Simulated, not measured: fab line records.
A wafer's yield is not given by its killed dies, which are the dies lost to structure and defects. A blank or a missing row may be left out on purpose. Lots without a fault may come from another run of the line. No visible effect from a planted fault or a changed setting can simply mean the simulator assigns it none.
One fault through the eyes of 2 desks :: flow berkeleyCmos170 :: numbers are kept per desk, each desk with only its own; the story behind them comes last

## FROM THE METROLOGY DESK
What the gauges read for every lot (on any tool): the sampled wafers with a number, averaged. Marked OUT: a lot whose mean sits more than 4 standard deviations from the usual mean, which makes it out of limits; the brackets give that distance.
Columns: A = cdNm at UCB170_NLDD_CD_MEAS_06, usual 1200.3 nm; B = V2_BOW at UCB170_V2_BOW_MEAS_03, usual 38 um
lot: L629
first seen here: day 6 23:02
A: 1201.1
B: 43

lot: L628
first seen here: day 6 23:16
A: 1200.6
B: 40

lot: L632
first seen here: day 7 18:43
A: 1199.2
B: 35

lot: L637
first seen here: day 8 02:01
A: 1199.8
B: 38

lot: L635
first seen here: day 8 02:18
A: 1200.4
B: 42

lot: L634
first seen here: day 8 02:26
A: 1197.6
B: 39

lot: L639
first seen here: day 8 14:21
A: 1200.1
B: 32

lot: L640
first seen here: day 8 14:57
A: 1198.5
B: 36

lot: L645
first seen here: day 9 13:52
A: 1201.8
B: 38

lot: L643
first seen here: day 9 14:23
A: 1201.2
B: 43

lot: L646
first seen here: day 10 07:58
A: 1200.8
B: 41

lot: L648
first seen here: day 10 08:12
A: 1202.6
B: 42

lot: L647
first seen here: day 10 08:31
A: 1199.0
B: 28

lot: L650
first seen here: day 10 19:28
A: 1201.0
B: 45

lot: L651
first seen here: day 11 02:37
A: 1201.3
B: 40
This desk's verdict: no lot among the 15 shows anything out of limits.

## TOOL OWNER'S DESK, rieDiel-01
The tool's own readings at UCB170_V1_ETCH_14 (etches SiO2 in CHF3/CF4/Ar, stops on Al, target depth 1250 nm, time 279.2 s): means of the sampled wafers that have a number, for each lot that ran on this tool. Marked OUT: a lot whose mean sits more than 4 standard deviations from the usual mean, which makes it out of limits; the brackets give that distance.
Columns: A = drypumpMotorCurrentA at UCB170_V1_ETCH_14, usual 5.8 A; B = oesProductAu at UCB170_V1_ETCH_14, usual 0.898 a.u.; C = throttleValvePct at UCB170_V1_ETCH_14, usual 6.96 %
lot: L629
first seen here: day 8 04:13
A: 5.9
B: 0.909
C: 6.80

lot: L632
first seen here: day 8 20:54
A: 6.1
B: 0.904
C: 6.93

lot: L637
first seen here: day 9 06:24
A: 5.5
B: 0.897
C: 6.95

lot: L635
first seen here: day 9 07:01
A: 6.2
B: 0.907
C: 7.02

lot: L639
first seen here: day 9 18:11
A: 5.6
B: 0.898
C: 6.97
This desk's verdict: no lot among the 5 shows anything out of limits.

## TAKEN TOGETHER
Nothing out of limits was seen by the metrology desk.
The desk of the tool owner found nothing out of limits.

## WHAT THE SIMULATOR HAD PUT IN
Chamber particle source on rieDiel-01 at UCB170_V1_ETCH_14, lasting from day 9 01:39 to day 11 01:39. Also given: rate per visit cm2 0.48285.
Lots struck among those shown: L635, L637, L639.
